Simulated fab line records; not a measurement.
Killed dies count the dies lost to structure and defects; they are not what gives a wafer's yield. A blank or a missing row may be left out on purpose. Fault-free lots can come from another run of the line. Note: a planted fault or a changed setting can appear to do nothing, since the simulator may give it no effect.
A struck lot beside a sound one -- flow rit cmos -- 44 out of 202 route steps
Sound: the wafers L148.1, L148.2, L148.3. The struck wafers were L150.3, L150.5, L150.6. The cause comes at the end.
At each step with rows: each side's tool, then ch and its chambers, then its first start. Under that, the readings that differ: sound wafers -- struck wafers -- difference of the means -- sigmas: that difference in standard deviations of wafers without a fault.
alike: readings whose means differ by less than 2 such deviations, and words and numbers that are the same on both sides. not compared: withheld readings, readings that some wafer has no value for, bounds like >300 that may hide the same value, and numbers for which the record gives no deviation and whose values overlap.
The two part at a step that has a row with sigmas, a row that says differs or no value, or rows on one side only. When numbers do not overlap yet have no deviation, they are printed without sigmas and do not part them. A reading that every wafer of one side lacks parts them only if that side has two wafers or more.

first, 2 steps without rows for these wafers: RIT_NLDD_HARDBAKE_07 (time 60 s); RIT_NLDD_IMPLANT_08.
RIT_NLDD_STRIP_09: strips in O2, time 180 s.
  sound on plasma asher-03 ch 0,1, day 3 00:17; struck on plasma asher-02 ch 0,1, day 3 10:30
  alike: drypump motor current A, rf refl power W
  not compared: rf hours counter h
RIT_NLDD_TW_MEAS_10:
  sound on film metro-04 at day 3 00:28; struck on film metro-03 at day 3 10:38
  alike: NLDD_TW
then, 6 steps without rows for these wafers: RIT_PLDD_HMDS_00 (prime time 60 s); RIT_PLDD_COAT_01 (resist thk 1000 nm); RIT_PLDD_SOFTBAKE_02 (time 60 s); RIT_PLDD_EXPOSE_03 (exposes mask M8, target cd 40900 nm); RIT_PLDD_PEB_04; RIT_PLDD_DEVELOP_05 (develop time 50 s).
RIT_PLDD_OVL_MEAS_06:
  sound on overlay-02 at day 3 01:29; struck on overlay-02 at day 3 11:32
  alike: PLDD_OVL
then, 1 step without rows for these wafers: RIT_PLDD_HARDBAKE_07 (time 60 s).
RIT_PLDD_IMPLANT_08:
  sound on implanter-01 ch 0, day 3 01:41; struck on implanter-03 ch 0, day 3 11:58
reading,sound,struck,difference,sigmas
implant ion amu,49 49 49,11 11 11,-38,
model.implant.rp nm (nm),16.95 16.95 16.95,65 65 65,+48,
model.implant.drp nm (nm),9.752 9.752 9.752,28.34 28.34 28.34,+18.59,
  alike: beam energy keV, faraday current uA, tilt deg
RIT_PLDD_STRIP_09: strips in O2, time 180 s.
  sound on plasma asher-04 ch 0,1, day 3 01:50; struck on plasma asher-02 ch 0,1, day 3 12:08
  alike: drypump motor current A, rf refl power W
  not compared: rf hours counter h
RIT_PLDD_TW_MEAS_10:
  sound on film metro-03 at day 3 02:00; struck on film metro-03 at day 3 12:16
reading,sound,struck,difference,sigmas
PLDD_TW,2373 2368 2391,1621 1617 1612,-761,-69
then, 4 steps without rows for these wafers: RIT_SPACER_CLEAN_00 (cleans in SC1, time 600 s); RIT_SPACER_CLEAN_01 (cleans in dHF, time 30 s); RIT_SPACER_CLEAN_02 (cleans in SC2, time 600 s); RIT_SPACER_CVD_03 (deposits Si3N4 from SiH2Cl2/NH3, target thk 250 nm, time 3300 s).
RIT_SPACER_THK_MEAS_04:
  sound on film metro-02 at day 3 05:33; struck on film metro-03 at day 3 14:37
  alike: SPACER_NITRIDE_THK
RIT_SPACER_ETCHBACK_05: etches Si3N4 in SF6/CHF3, stops on SiO2, target depth 250 nm, time 240 s.
  sound on rie diel-04 ch 0,2,3, day 3 05:37; struck on rie diel-01 ch 0,2,3, day 3 14:39
reading,sound,struck,difference,sigmas
drypump motor current A (A),6.8 5.7 6.0,5.4 5.2 5.3,-0.9,-2
  alike: oes product au, throttle valve pct
  not compared: rf hours counter h
then, 6 steps without rows for these wafers: RIT_NSD_HMDS_00 (prime time 60 s); RIT_NSD_COAT_01 (resist thk 1000 nm); RIT_NSD_SOFTBAKE_02 (time 60 s); RIT_NSD_EXPOSE_03 (exposes mask M9, target cd 40700 nm); RIT_NSD_PEB_04; RIT_NSD_DEVELOP_05 (develop time 50 s).
RIT_NSD_OVL_MEAS_06:
  sound on overlay-02 at day 3 06:51; struck on overlay-01 at day 3 15:40
  alike: NSD_OVL
then, 2 steps without rows for these wafers: RIT_NSD_HARDBAKE_07 (time 60 s); RIT_NSD_IMPLANT_08.
RIT_NSD_STRIP_09: strips in O2, time 180 s.
  sound on plasma asher-01 ch 0,1, day 3 07:21; struck on plasma asher-01 ch 0,1, day 3 16:02
  alike: drypump motor current A, rf refl power W
  not compared: rf hours counter h
RIT_NSD_TW_MEAS_10:
  sound on film metro-02 at day 3 07:32; struck on film metro-04 at day 3 16:11
  alike: NSD_TW
then, 6 steps without rows for these wafers: RIT_PSD_HMDS_00 (prime time 60 s); RIT_PSD_COAT_01 (resist thk 1000 nm); RIT_PSD_SOFTBAKE_02 (time 60 s); RIT_PSD_EXPOSE_03 (exposes mask M10, target cd 40900 nm); RIT_PSD_PEB_04; RIT_PSD_DEVELOP_05 (develop time 50 s).
RIT_PSD_OVL_MEAS_06:
  sound on overlay-02 at day 3 08:26; struck on overlay-01 at day 3 17:40
  alike: PSD_OVL
then, 2 steps without rows for these wafers: RIT_PSD_HARDBAKE_07 (time 60 s); RIT_PSD_IMPLANT_08.
RIT_PSD_STRIP_09: strips in O2, time 180 s.
  sound on plasma asher-03 ch 0,1, day 3 08:46; struck on plasma asher-02 ch 0,1, day 3 18:08
  alike: drypump motor current A, rf refl power W
  not compared: rf hours counter h
RIT_SDANNEAL_RS_MEAS_06: measures by four-point-probe.
  sound on film metro-02 at day 3 09:40; struck on film metro-02 at day 3 19:11
reading,sound,struck,difference,sigmas
PLDD_RS (ohm/sq),178.0 177.7 178.2,128.5 129.0 128.8,-49.2,-88
RIT_M1_PROBE_99:
  sound wafers here have rows in the record (prober-02, day 3 16:56); struck ones have none

WHERE THEY PART
Last at RIT_M1_PROBE_99 as far as this record goes, first at RIT_PLDD_TW_MEAS_10.

WHY: what had been put in by the simulator
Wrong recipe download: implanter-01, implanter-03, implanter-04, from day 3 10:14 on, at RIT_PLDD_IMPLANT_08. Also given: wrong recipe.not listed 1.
